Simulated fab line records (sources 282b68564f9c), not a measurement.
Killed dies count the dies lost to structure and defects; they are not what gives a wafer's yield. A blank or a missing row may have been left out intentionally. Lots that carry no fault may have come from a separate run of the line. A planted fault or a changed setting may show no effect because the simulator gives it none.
8D (eight disciplines) problem report, filled in by code    flow rit_cmos    the parts of the form that need people (team, actions taken, sign-off) are left out

## 1. PROBLEM STATEMENT
Wafers free of any fault read 3100 (standard deviation 16) for NSD_TW at RIT_NSD_TW_MEAS_10, against a mean of 2995 on 9 wafers of 3 lots. Relative to the usual mean, that is a shift of -6.6 standard deviations.
Earliest sighting: wafer L307.1 on film_metro-03 at day 4 21:13. Wafers with a number at this step in the record: 45, from 15 lots. Rule for "out", or "out of limits": more than 4 standard deviations from the usual mean. The other wafers with a number count as sound.

## 2. WHAT IT IS AND WHAT IT IS NOT
question                     is                            is not
which readings at this step  NSD_TW                        -
which lots                   L307, L308, L309              L298, L299, L300, L301, L304, L305, L306, L317, L318, L319, L320, L321
which wafers of those lots   all that have a number        -
read on which gauges         film_metro-03, film_metro-04  film_metro-02
when                         from day 4 21:13              up to then (21 sound wafers); but 15 sound wafers of L317, L318, L319, L320, L321 came after

## 3. SUSPECTS, AND WHAT RULES EACH OUT
Counting: a tool at any process step up to the reading remains a suspect when it ran all the lots that are out and ran no sound lot after the first of those.
- the gauge at RIT_NSD_TW_MEAS_10 has been ruled out. Those wafers that are out were read across 2 gauges (film_metro-03, film_metro-04).
- implanter-04 at RIT_NSD_IMPLANT_08: kept. Every lot that is out went through it, starting with L307 (day 4 20:53), and after that it ran no sound lot; the last sound lot it ran before then is L306 (day 4 14:47). Its own beam_energy_keV readings are out on those wafers.
The count leaves implanter-04 at RIT_NSD_IMPLANT_08.

## 4. THE CAUSE (what the simulator had put in)
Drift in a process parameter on implanter-04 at RIT_NSD_IMPLANT_08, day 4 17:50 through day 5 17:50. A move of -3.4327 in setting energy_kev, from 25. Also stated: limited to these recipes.
Only this tool survived the counting.

## 5. THE CHAIN OF EFFECTS, in route order
One row per reading whose mean, taken over the struck wafers that have a number, lies over 3 standard deviations from the usual. Only readings whose record carries a usual standard deviation are examined. hours: median over the lots of the time between each lot's start at the first step of this table that gives one and its start at this step. sigmas: the change, counted in usual standard deviations.
hours  step                     reading          usual        on struck wafers  change  sigmas
0      RIT_NSD_IMPLANT_08       beam_energy_keV  25.001       21.564            -3.437  -99 or more
0      RIT_NSD_TW_MEAS_10       NSD_TW           3100         2995              -105    -6.6
2      RIT_SDANNEAL_RS_MEAS_05  NSD_RS           84.5 ohm/sq  86.1              +1.6    +5.1
The process steps in it:
- RIT_NSD_IMPLANT_08

## 6. WHAT WOULD HAVE CAUGHT IT SOONER
Counted from the fault's start at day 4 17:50, it took 3 hours until the first out-of-limits reading at a measuring or inspecting step in this record, taken at day 4 21:13.
At RIT_NSD_IMPLANT_08, the tool's own readings (beam_energy_keV) were out on each struck wafer the step has a row for, so an alarm limit on them would have fired on the first such wafer.
Lots out: 3; of these, L308, L309 started RIT_NSD_IMPLANT_08 on implanter-04 after day 4 21:13. A hold on the tool at that time would have spared those 2.
